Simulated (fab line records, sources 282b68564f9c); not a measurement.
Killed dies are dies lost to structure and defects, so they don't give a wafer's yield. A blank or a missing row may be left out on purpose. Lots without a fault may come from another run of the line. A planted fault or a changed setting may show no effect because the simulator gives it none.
fab line records | flow rit_cmos
record lots=6 wafers=18 last_day=7
route steps=202 shown PLDD@116 SPACER@125 NSD@131 PSD@142 SDANNEAL@153 M1@202
lots that met no fault: from a run of the same line without faults
start_h: hours from the record's first day to the start of the lot's first wafer shown | wait_h: hours since the lot's step before | " the same as in the row above | L1.1+2: a row that stands for several wafers | - no value, or no start given | * or withheld: withheld | < > ~ a bound
route shown NAME@n: a module of which the file shows steps, and the number in the route of the first | usual: mean/standard deviation of fault-free wafers | same: alike in all rows | chamber/n: place in a boat | sites: the reading at each site | _std_site: their standard deviation | _edge_site: outer sites' mean less inner sites' | radius_mm: how far each site lies from the wafer's centre | mask NAME#n: copy n | behind: the tool/chamber that last shaped the wafer | hold: why the lot was held/for how many hours/how that ended | device: the transistor (n, p or np) that didn't switch | end of line: the same wafers' tests at the end of the route | a step without rows: its recipe alone | killed: dies lost to structure and defects at the first sort, not the wafer's yield | map: a wafer's dies, x killed, . not, _ none there
set.NAME: the setting as run; set.NAME@STEP: as run at that earlier step | model.NAME: the simulator's own value behind a step, which no gauge read
lots at some steps of the route; a table a step, a row a wafer
services: from which hour (start_h, from the record's first day; less than 0 if before it) a tool's chamber was out of use, for how many hours, and why
## steps
# step RIT_PLDD_SOFTBAKE_02
# recipe resist=NOVOLAK temp_c=90 time_s=60
# step RIT_PLDD_EXPOSE_03
# recipe mask_id=M8 na=0.57 target_cd_nm=40900 dose_mj=250
# step RIT_PLDD_PEB_04
# recipe resist=NOVOLAK temp_c=withheld time_s=withheld
# step RIT_PLDD_DEVELOP_05
# recipe resist=NOVOLAK develop_time_s=50 dev_temp_c=23
# step RIT_PLDD_OVL_MEAS_06
# usual PLDD_OVL=0.1/1.4
# columns lot.wafer tool chamber start_h wait_h PLDD_OVL[nm]
L139.2 overlay-02 - 63.69 - 2.1
L139.3 " - " " 3.4
L139.6 " - " " 2.0
L143.2 overlay-02 - 84.53 - 0.3
L143.4 " - " " -1.1
L143.5 " - " " -2.5
L144.4 overlay-02 - 89.55 - -1.0
L144.5 " - " " -1.4
L144.6 " - " " -1.1
L148.1 overlay-01 - 103.78 - -1.1
L148.2 " - " " -2.0
L148.4 " - " " -1.1
L149.1 overlay-02 - 108.80 - 0.6
L149.4 " - " " 1.8
L149.6 " - " " 0.9
L159.2 overlay-01 - 154.90 - -0.2
L159.4 " - " " 2.3
L159.5 " - " " 0.6
# step RIT_PLDD_HARDBAKE_07
# recipe resist=NOVOLAK temp_c=140 time_s=60
# step RIT_PLDD_IMPLANT_08
# recipe species=BF2 energy_kev=20 dose_cm2=9e+14 tilt_deg=7
# step RIT_PLDD_STRIP_09
# recipe chemistry=O2 time_s=180 resist=NOVOLAK platen_temp_c=withheld power_w=500 pressure_mtorr=4000 o2_flow_sccm=4000
# usual drypump_motor_current_A=5.80/0.16
# columns lot.wafer tool chamber start_h wait_h drypump_motor_current_A rf_hours_counter_h
L139.2 plasma_asher-04 1 64.02 0.1 6.16 26
L139.3 " 1 " " 6.15 -
L139.6 " 1 " " 6.17 -
L143.2 plasma_asher-03 0 84.88 0.1 5.77 44
L143.4 " 1 " " 5.64 -
L143.5 " 0 " " 5.78 -
L144.4 plasma_asher-04 1 89.93 0.1 6.17 -
L144.5 " 0 " " 6.17 -
L144.6 " 1 " " 6.18 -
L148.1 plasma_asher-03 0 104.11 0.1 5.76 46
L148.2 " 1 " " 5.64 46
L148.4 " 0 " " 5.77 -
L149.1 plasma_asher-01 0 109.13 0.1 5.83 47
L149.4 " 0 " " 5.80 -
L149.6 " 0 " " 5.80 -
L159.2 plasma_asher-03 1 155.23 0.1 5.64 53
L159.4 " 0 " " 5.77 -
L159.5 " 0 " " 5.76 -
# step RIT_PLDD_TW_MEAS_10
# usual PLDD_TW=2346/28
# columns lot.wafer tool chamber start_h wait_h PLDD_TW
L139.2 film_metro-04 - 64.20 0.1 2360
L139.3 " - " " 2357
L139.6 " - " " 2362
L143.2 film_metro-02 - 85.06 0.1 2326
L143.4 " - " " 2323
L143.5 " - " " 2329
L144.4 film_metro-03 - 90.07 0.1 2342
L144.5 " - " " 2332
L144.6 " - " " 2332
L148.1 film_metro-03 - 104.29 0.1 2317
L148.2 " - " " 2319
L148.4 " - " " 2326
L149.1 film_metro-03 - 109.31 0.1 2334
L149.4 " - " " 2315
L149.6 " - " " 2343
L159.2 film_metro-02 - 155.41 0.1 2305
L159.4 " - " " 2324
L159.5 " - " " 2312
# step RIT_SPACER_CLEAN_00
# recipe chemistry=SC1 mix=3:3:50 time_s=600 temp_c=75
# step RIT_SPACER_CLEAN_01
# recipe chemistry=dHF dilution=50:1 time_s=30
# step RIT_SPACER_CLEAN_02
# recipe chemistry=SC2 mix=3:3:50 time_s=600 temp_c=75 dry=n2_spin
# step RIT_SPACER_CVD_03
# recipe material=Si3N4 target_thk_nm=250 temp_c=810 precursor=SiH2Cl2/NH3 time_s=3300 pressure_mtorr=300 sih2cl2_flow_sccm=60 nh3_flow_sccm=150
# usual spike_tc_load_C=835.0/2.7 spike_tc_source_C=831.5/1.9 zone_power_source_pct=17.6/1.4
# columns lot.wafer tool chamber start_h wait_h spike_tc_load_C spike_tc_source_C zone_power_source_pct
L139.2 lpcvd-02 1 64.63 0.0 837.4 832.0 17.7
L139.3 " 1 " " 838.8 831.6 17.6
L139.6 " 1 " " 838.6 830.4 17.4
L143.2 lpcvd-02 1 85.48 0.0 839.2 830.6 17.7
L143.4 " 1 " " 839.1 832.4 17.5
L143.5 " 1 " " 837.0 832.0 17.4
L144.4 lpcvd-01 0 90.47 0.0 834.8 829.7 17.7
L144.5 " 0 " " 832.3 832.0 17.8
L144.6 " 0 " " 831.8 831.1 18.0
L148.1 lpcvd-02 1 104.72 0.0 837.2 833.4 17.7
L148.2 " 1 " " 837.2 831.0 17.3
L148.4 " 1 " " 837.9 832.2 17.6
L149.1 lpcvd-02 0 109.75 0.0 834.7 829.6 20.0
L149.4 " 0 " " 834.4 828.7 19.9
L149.6 " 0 " " 836.2 830.1 20.0
L159.2 lpcvd-01 1 155.83 0.0 831.7 834.8 16.0
L159.4 " 1 " " 831.7 834.4 16.2
L159.5 " 1 " " 830.2 834.3 16.1
# step RIT_SPACER_THK_MEAS_04
# recipe reads=Si3N4_of_SPACER_CVD_03
# usual SPACER_NITRIDE_THK=252.1/2.8
# columns lot.wafer tool chamber start_h wait_h SPACER_NITRIDE_THK[nm]
L139.2 film_metro-02 - 66.56 0.0 254.1
L139.3 " - " " 254.5
L139.6 " - " " 252.7
L143.2 film_metro-02 - 87.40 0.0 253.4
L143.4 " - " " 251.5
L143.5 " - " " 251.9
L144.4 film_metro-02 - 93.38 0.0 246.4
L144.5 " - " " 246.5
L144.6 " - " " 246.9
L148.1 film_metro-03 - 106.63 0.0 249.7
L148.2 " - " " 249.0
L148.4 " - " " 249.0
L149.1 film_metro-01 - 111.67 0.0 257.6
L149.4 " - " " 258.2
L149.6 " - " " 257.8
L159.2 film_metro-02 - 157.76 0.0 247.8
L159.4 " - " " 246.7
L159.5 " - " " 245.8
# step RIT_SPACER_ETCHBACK_05
# recipe target_depth_a=2500 SF6_flow_sccm=30 CHF3_flow_sccm=30 target=Si3N4 chemistry=SF6/CHF3 pressure_mtorr=40 rf_w=250 time_s=240 stop_on=SiO2
# usual CHF3_flow_sccm=30.00/0.081 SF6_flow_sccm=29.99/0.085 drypump_motor_current_A=5.9/0.41 oes_product_au=0.850/0.012 throttle_valve_pct=10.31/0.12
# columns lot.wafer tool chamber start_h wait_h CHF3_flow_sccm SF6_flow_sccm drypump_motor_current_A oes_product_au rf_hours_counter_h throttle_valve_pct
L139.2 rie_diel-02 3 66.61 0.0 30.03 30.07 5.8 0.860 64 10.45
L139.3 " 1 " " 29.96 29.95 6.1 0.832 123 10.34
L139.6 " 2 " " 29.99 30.00 5.7 0.851 - 10.18
L143.2 rie_diel-04 2 87.45 0.0 30.01 29.92 5.5 0.853 1 10.11
L143.4 " 1 " " 30.04 29.89 5.6 0.836 40 10.24
L143.5 " 1 " " 29.99 29.72 5.6 0.846 - 10.24
L144.4 rie_diel-02 2 93.41 0.0 29.99 29.90 5.7 0.832 160 10.17
L144.5 " 3 " " 30.13 30.03 5.8 0.836 - 10.43
L144.6 " 2 " " 30.18 29.89 5.7 0.835 - 10.18
L148.1 rie_diel-02 1 106.69 0.1 29.95 29.93 6.1 0.825 124 10.31
L148.2 " 0 " " 29.91 30.20 6.6 0.826 151 10.24
L148.4 " 0 " " 29.96 30.17 6.6 0.819 - 10.23
L149.1 rie_diel-04 1 111.73 0.1 29.87 29.98 5.6 0.858 41 10.25
L149.4 " 2 " " 30.12 30.05 5.5 0.860 1 10.13
L149.6 " 3 " " 30.03 30.03 5.8 0.858 - 10.41
L159.2 rie_diel-04 2 157.81 0.0 29.93 30.01 5.5 0.846 2 10.12
L159.4 " 3 " " 30.03 30.17 5.8 0.836 71 10.41
L159.5 " 0 " " 30.04 29.93 6.5 0.846 - 10.41
# step RIT_NSD_HMDS_00
# recipe prime_time_s=60 prime_temp_c=140
# step RIT_NSD_COAT_01
# recipe resist=NOVOLAK spin_rpm=3250 resist_thk_nm=1000
# step RIT_NSD_SOFTBAKE_02
# recipe resist=NOVOLAK temp_c=90 time_s=60
# step RIT_NSD_EXPOSE_03
# recipe mask_id=M9 na=0.57 target_cd_nm=40700 dose_mj=250
# step RIT_NSD_PEB_04
# recipe resist=NOVOLAK temp_c=withheld time_s=withheld
# step RIT_NSD_DEVELOP_05
# recipe resist=NOVOLAK develop_time_s=50 dev_temp_c=23
# step RIT_NSD_OVL_MEAS_06
# usual NSD_OVL=0.7/1.5
# columns lot.wafer tool chamber start_h wait_h NSD_OVL[nm]
L139.2 overlay-02 - 67.74 - -0.3
L139.3 " - " " 1.4
L139.6 " - " " 0.8
L143.2 overlay-02 - 88.58 - 0.7
L143.4 " - " " -1.7
L143.5 " - " " 0.0
L144.4 overlay-02 - 94.55 - 0.8
L144.5 " - " " -2.1
L144.6 " - " " -0.5
L148.1 overlay-01 - 107.82 - 1.4
L148.2 " - " " 1.0
L148.4 " - " " 0.0
L149.1 overlay-02 - 112.85 - 2.7
L149.4 " - " " 1.2
L149.6 " - " " 1.6
L159.2 overlay-02 - 158.81 - 0.7
L159.4 " - " " -0.3
L159.5 " - " " 0.9
# step RIT_NSD_HARDBAKE_07
# recipe resist=NOVOLAK temp_c=140 time_s=60
# step RIT_NSD_IMPLANT_08
# recipe species=P energy_kev=25 dose_cm2=1e+15 tilt_deg=7
# step RIT_NSD_STRIP_09
# recipe chemistry=O2 time_s=180 resist=NOVOLAK platen_temp_c=withheld power_w=500 pressure_mtorr=4000 o2_flow_sccm=4000
# usual drypump_motor_current_A=5.96/0.22
# columns lot.wafer tool chamber start_h wait_h drypump_motor_current_A rf_hours_counter_h
L139.2 plasma_asher-04 0 68.07 0.1 6.18 26
L139.3 " 1 " " 6.16 -
L139.6 " 1 " " 6.19 -
L143.2 plasma_asher-04 1 88.91 0.1 6.18 28
L143.4 " 1 " " 6.21 -
L143.5 " 1 " " 6.19 -
L144.4 plasma_asher-02 1 94.93 0.1 5.86 -
L144.5 " 1 " " 5.90 -
L144.6 " 0 " " 5.66 -
L148.1 plasma_asher-02 1 108.15 0.1 5.86 47
L148.2 " 0 " " 5.65 47
L148.4 " 0 " " 5.64 -
L149.1 plasma_asher-01 0 113.19 0.1 5.80 47
L149.4 " 1 " " 5.77 -
L149.6 " 0 " " 5.83 -
L159.2 plasma_asher-04 1 159.14 0.1 6.16 36
L159.4 " 0 " " 6.20 -
L159.5 " 1 " " 6.15 -
# step RIT_NSD_TW_MEAS_10
# usual NSD_TW=3114/29
# columns lot.wafer tool chamber start_h wait_h NSD_TW
L139.2 film_metro-04 - 68.26 0.1 3143
L139.3 " - " " 3139
L139.6 " - " " 3150
L143.2 film_metro-03 - 89.10 0.1 3111
L143.4 " - " " 3101
L143.5 " - " " 3118
L144.4 film_metro-02 - 95.07 0.1 3091
L144.5 " - " " 3100
L144.6 " - " " 3081
L148.1 film_metro-04 - 108.33 0.1 3193
L148.2 " - " " 3181
L148.4 " - " " 3199
L149.1 film_metro-04 - 113.36 0.1 3157
L149.4 " - " " 3169
L149.6 " - " " 3184
L159.2 film_metro-03 - 159.34 0.1 3086
L159.4 " - " " 3082
L159.5 " - " " 3104
# step RIT_PSD_HMDS_00
# recipe prime_time_s=60 prime_temp_c=140
# step RIT_PSD_COAT_01
# recipe resist=NOVOLAK spin_rpm=3250 resist_thk_nm=1000
# step RIT_PSD_SOFTBAKE_02
# recipe resist=NOVOLAK temp_c=90 time_s=60
# step RIT_PSD_EXPOSE_03
# recipe mask_id=M10 na=0.57 target_cd_nm=40900 dose_mj=250
# step RIT_PSD_PEB_04
# recipe resist=NOVOLAK temp_c=withheld time_s=withheld
# step RIT_PSD_DEVELOP_05
# recipe resist=NOVOLAK develop_time_s=50 dev_temp_c=23
# step RIT_PSD_OVL_MEAS_06
# usual PSD_OVL=0.3/1.2
# columns lot.wafer tool chamber start_h wait_h PSD_OVL[nm]
L139.2 overlay-02 - 69.16 - -1.8
L139.3 " - " " -1.4
L139.6 " - " " -0.8
L143.2 overlay-02 - 90.01 - -1.2
L143.4 " - " " -1.6
L143.5 " - " " -2.0
L144.4 overlay-01 - 96.10 - 0.5
L144.5 " - " " 1.1
L144.6 " - " " 0.5
L148.1 overlay-02 - 109.24 - 1.1
L148.2 " - " " 1.5
L148.4 " - " " -0.5
L149.1 overlay-02 - 114.27 - -1.4
L149.4 " - " " -1.7
L149.6 " - " " 0.3
L159.2 overlay-01 - 160.25 - -0.5
L159.4 " - " " -1.1
L159.5 " - " " -0.6
# step RIT_PSD_HARDBAKE_07
# recipe resist=NOVOLAK temp_c=140 time_s=60
# step RIT_PSD_IMPLANT_08
# recipe species=BF2 energy_kev=27 dose_cm2=5e+15 tilt_deg=7
# step RIT_PSD_STRIP_09
# recipe chemistry=O2 time_s=180 resist=NOVOLAK platen_temp_c=withheld power_w=500 pressure_mtorr=4000 o2_flow_sccm=4000
# usual drypump_motor_current_A=5.84/0.2
# columns lot.wafer tool chamber start_h wait_h drypump_motor_current_A rf_hours_counter_h
L139.2 plasma_asher-02 0 69.49 0.1 5.67 42
L139.3 " 0 " " 5.64 -
L139.6 " 0 " " 5.68 -
L143.2 plasma_asher-03 1 90.34 0.1 5.64 45
L143.4 " 0 " " 5.75 -
L143.5 " 1 " " 5.65 -
L144.4 plasma_asher-02 1 96.47 0.1 5.85 -
L144.5 " 1 " " 5.88 -
L144.6 " 0 " " 5.67 -
L148.1 plasma_asher-04 0 109.57 0.1 6.17 31
L148.2 " 1 " " 6.23 31
L148.4 " 0 " " 6.18 -
L149.1 plasma_asher-04 1 114.61 0.1 6.17 31
L149.4 " 1 " " 6.18 -
L149.6 " 1 " " 6.17 -
L159.2 plasma_asher-02 1 160.58 0.1 5.86 5
L159.4 " 0 " " 5.70 -
L159.5 " 1 " " 5.91 -
# step RIT_PSD_TW_MEAS_10
# usual PSD_TW=3416/35
# columns lot.wafer tool chamber start_h wait_h PSD_TW
L139.2 film_metro-02 - 69.68 0.1 3374
L139.3 " - " " 3392
L139.6 " - " " 3412
L143.2 film_metro-03 - 90.52 0.1 3402
L143.4 " - " " 3407
L143.5 " - " " 3385
L144.4 film_metro-02 - 96.62 0.1 3398
L144.5 " - " " 3386
L144.6 " - " " 3390
L148.1 film_metro-03 - 109.75 0.1 3411
L148.2 " - " " 3393
L148.4 " - " " 3398
L149.1 film_metro-02 - 114.78 0.1 3375
L149.4 " - " " 3404
L149.6 " - " " 3377
L159.2 film_metro-03 - 160.77 0.1 3404
L159.4 " - " " 3401
L159.5 " - " " 3415
# step RIT_SDANNEAL_CLEAN_00
# recipe chemistry=SC1 mix=3:3:50 time_s=600 temp_c=75
# step RIT_SDANNEAL_CLEAN_01
# recipe chemistry=dHF dilution=50:1 time_s=30
# step RIT_SDANNEAL_CLEAN_02
# recipe chemistry=SC2 mix=3:3:50 time_s=600 temp_c=75 dry=n2_spin
# step RIT_SDANNEAL_RTA_03
# recipe temp_c=1050 time_s=5 idle_temp_c=600 ramp_up_c_per_s=342 ramp_down_c_per_s=171 cool_to_c=600 ambient=N2
# usual ramp_down_c_per_s=171.00/0.033 wafer_temp_C_max=1053.4/1.3
# columns lot.wafer tool chamber start_h wait_h ramp_down_c_per_s wafer_temp_C_max
L139.2 rtp_anneal-01 0 70.10 0.0 170.94 1051.9
L139.3 " 0 " " 171.06 1052.2
L139.6 " 0 " " 170.96 1054.1
L143.2 rtp_anneal-01 0 90.95 0.0 170.96 1051.9
L143.4 " 0 " " 170.97 1053.5
L143.5 " 0 " " 170.98 1054.4
L144.4 rtp_anneal-02 0 97.04 0.0 170.99 1051.6
L144.5 " 0 " " 171.00 1051.9
L144.6 " 0 " " 171.01 1054.6
L148.1 rtp_anneal-02 0 110.19 0.0 170.99 1052.0
L148.2 " 0 " " 171.00 1052.2
L148.4 " 0 " " 170.99 1054.5
L149.1 rtp_anneal-01 0 115.23 0.0 170.93 1055.4
L149.4 " 0 " " 171.04 1056.1
L149.6 " 0 " " 171.07 1052.7
L159.2 rtp_anneal-01 0 161.19 0.0 170.99 1053.0
L159.4 " 0 " " 171.02 1056.8
L159.5 " 0 " " 171.00 1052.4
# step RIT_SDANNEAL_RS_MEAS_04
# recipe thk_meas_gauge=four-point-probe
# usual PSD_RS=115.79/0.26
# columns lot.wafer tool chamber start_h wait_h PSD_RS[ohm/sq]
L139.2 film_metro-02 - 70.17 0.1 115.97
L139.3 " - " " 115.78
L139.6 " - " " 115.71
L143.2 film_metro-03 - 91.02 0.1 115.74
L143.4 " - " " 115.50
L143.5 " - " " 115.32
L144.4 film_metro-04 - 97.13 0.1 115.59
L144.5 " - " " 115.70
L144.6 " - " " 115.85
L148.1 film_metro-03 - 110.25 0.0 115.51
L148.2 " - " " 115.87
L148.4 " - " " 115.86
L149.1 film_metro-04 - 115.29 0.0 115.57
L149.4 " - " " 115.46
L149.6 " - " " 115.49
L159.2 film_metro-02 - 161.26 0.1 116.06
L159.4 " - " " 116.29
L159.5 " - " " 115.95
# step RIT_M1_PROBE_99
# usual killed_at_contacts=0.1/0.36 killed_at_front_end=7/3.1 killed_dies=7/3.1 killed_open=3.6/2.1 killed_short=3.2/1.9
# same gross_dies=264 killed_at_M0_to_M3=0 killed_at_M4_up=0 killed_at_back_side=0 killed_at_other=0
# columns lot.wafer tool chamber start_h wait_h killed_at_contacts killed_at_front_end killed_dies killed_open killed_short
L139.2 prober-01 - 77.80 0.1 0 2 2 1 1
L139.3 prober-01 - 77.85 0.2 0 11 11 8 3
L139.6 prober-01 - 78.00 0.2 0 7 7 3 4
L143.2 prober-01 - 98.47 0.1 0 49 49 3 6
L143.4 prober-01 - 98.57 0.2 0 48 48 6 2
L143.5 prober-01 - 98.62 0.2 0 47 47 3 5
L144.4 prober-02 - 104.92 0.2 0 6 6 4 2
L144.5 prober-02 - 104.97 0.2 0 8 8 4 4
L144.6 prober-02 - 105.02 0.2 0 8 8 7 1
L148.1 prober-02 - 117.88 0.1 0 47 47 2 2
L148.2 prober-02 - 117.93 0.1 0 47 47 2 2
L148.4 prober-02 - 118.03 0.2 0 43 43 4 0
L149.1 prober-01 - 122.80 0.1 0 12 12 8 4
L149.4 prober-01 - 122.95 0.2 0 10 10 6 4
L149.6 prober-01 - 123.05 0.2 1 4 5 4 1
L159.2 prober-01 - 168.83 0.1 0 8 8 3 5
L159.4 prober-01 - 168.93 0.2 0 9 9 6 3
L159.5 prober-01 - 168.98 0.2 0 7 7 5 2
# killed by level:class
L139.2 FOX2:geometric_particle:short=1 GATE:geometric_particle:open=1
L139.3 FOX2:geometric_particle:open=4 FOX1:geometric_particle:short=3 FOX1:geometric_particle:open=2 GATE:geometric_particle:open=1 REOX:geometric_particle:open=1
L139.6 GATE:geometric_particle:short=2 REOX:geometric_particle:short=2 SILICIDE:geometric_particle:open=2 GATE:geometric_particle:open=1
L143.2 SPACER:unspecified=40 FOX1:geometric_particle:short=2 REOX:geometric_particle:short=2 FOX1:geometric_particle:open=1 FOX2:geometric_particle:open=1 GATE:geometric_particle:short=1 SILICIDE:geometric_particle:short=1 SILICIDE:geometric_particle:open=1
L143.4 SPACER:unspecified=40 FOX1:geometric_particle:open=2 REOX:geometric_particle:open=2 FOX2:geometric_particle:open=1 FOX2:geometric_particle:short=1 SILICIDE:geometric_particle:short=1 SILICIDE:geometric_particle:open=1
L143.5 SPACER:unspecified=39 GATE:geometric_particle:open=2 GATE:geometric_particle:short=2 REOX:geometric_particle:short=2 FOX1:geometric_particle:short=1 SPACER:geometric_particle:open=1
L144.4 SPACER:geometric_particle:open=2 GATE:geometric_particle:short=1 GATE:geometric_particle:open=1 REOX:geometric_particle:open=1 SPACER:geometric_particle:short=1
L144.5 GATE:geometric_particle:open=2 SILICIDE:geometric_particle:short=2 GATE:geometric_particle:short=1 REOX:geometric_particle:short=1 REOX:geometric_particle:open=1 SPACER:geometric_particle:open=1
L144.6 FOX2:geometric_particle:open=3 GATE:geometric_particle:open=2 REOX:geometric_particle:open=1 SPACER:geometric_particle:short=1 SILICIDE:geometric_particle:open=1
L148.1 SPACER:unspecified=43 FOX1:geometric_particle:open=1 GATE:geometric_particle:open=1 GATE:geometric_particle:short=1 SPACER:geometric_particle:short=1
L148.2 SPACER:unspecified=43 FOX1:geometric_particle:short=1 REOX:geometric_particle:open=1 SPACER:geometric_particle:open=1 SILICIDE:geometric_particle:short=1
L148.4 SPACER:unspecified=39 GATE:geometric_particle:open=1 REOX:geometric_particle:open=1 SPACER:geometric_particle:open=1 SILICIDE:geometric_particle:open=1
L149.1 FOX1:geometric_particle:open=2 FOX2:geometric_particle:open=2 REOX:geometric_particle:open=2 FOX1:geometric_particle:short=1 FOX2:geometric_particle:short=1 GATE:geometric_particle:open=1 GATE:geometric_particle:short=1 SPACER:geometric_particle:open=1
L149.4 SPACER:geometric_particle:short=3 SILICIDE:geometric_particle:open=3 GATE:geometric_particle:open=2 FOX1:geometric_particle:short=1 SPACER:geometric_particle:open=1
L149.6 FOX1:geometric_particle:open=2 SPACER:geometric_particle:open=1 SILICIDE:geometric_particle:short=1 CONTACT:geometric_particle:open=1
L159.2 GATE:geometric_particle:short=4 FOX1:geometric_particle:open=1 FOX2:geometric_particle:short=1 GATE:geometric_particle:open=1 REOX:geometric_particle:open=1
L159.4 GATE:geometric_particle:open=4 GATE:geometric_particle:short=3 SPACER:geometric_particle:open=1 SILICIDE:geometric_particle:open=1
L159.5 REOX:geometric_particle:open=3 GATE:geometric_particle:short=2 GATE:geometric_particle:open=2
# map L143.2 (x killed, . not)
________..x...._______
_____..xx.........____
____x.xxxxxxx......___
___..xxxxxxxxx......__
__...xxxxxxx..x......_
__..xxxxxxxx........._
_......xxx.x.........x
_....x...x............
_.....................
_...x..........x......
__..................._
__..x...x............_
___.....x...........__
____...............___
_____..........x..____
________......._______
# map L148.1 (x killed, . not)
________......._______
_____..xxxx.......____
____.xxxxxxx.......___
___..xxxxxxxx.......__
__..xxxxxxxx........._
__...xxxxxxx........._
_....xxxxxxx..........
_......xxx............
_.....................
_.....................
__.........x........._
__.................x._
___.................__
____...............___
_____.............____
________......x_______
## services
# columns tool chamber start_h hours kind
rie_diel-04 2 40.29 - clean
rie_diel-04 2 40.29 16.3 scheduled_down
rie_diel-04 2 40.29 16.3 vent_cycle
rie_diel-02 3 55.19 4.0 repair
rie_diel-04 1 92.24 16.2 repair
rie_diel-02 2 97.89 - clean
rie_diel-02 2 97.89 17.9 scheduled_down
rie_diel-02 2 97.89 17.9 vent_cycle
plasma_asher-04 - 105.75 0.9 repair
plasma_asher-02 - 108.75 9.0 pm
plasma_asher-02 0 108.75 9.0 vent_cycle
plasma_asher-02 1 108.75 9.0 vent_cycle
plasma_asher-02 0 117.75 - clean
plasma_asher-02 1 117.75 - clean
rie_diel-02 2 137.07 15.0 repair
rie_diel-02 0 152.06 - clean
rie_diel-02 0 152.06 14.8 scheduled_down
rie_diel-02 0 152.06 14.8 vent_cycle
rie_diel-02 - 157.75 2.8 pm
## key
first_sign step=RIT_M1_PROBE_99 reading=killed_dies direction=up sigmas=13 usual=7 struck=47
effect step=RIT_M1_PROBE_99 reading=killed_at_front_end direction=up sigmas=13 usual=7 struck=47
met_at RIT_SPACER_CVD_03
struck_wafers L143.2,L143.4,L143.5,L148.1,L148.2,L148.4
tester_left_out L143,L148
onset_between 64.63 85.48
fault kind=chamber_particle_source tool=lpcvd-02 chamber=1 onset_h=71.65 steps=RIT_SPACER_CVD_03 rate_per_visit_cm2=1.9985 end_h=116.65
# tester_left_out: of these lots the tester's yield and bins aren't shown, on N5 and GAA mostly nor the transistor test; their killed dies are dies lost to structure and defects alone, not to doping, threshold or leakage, so they don't give the yield
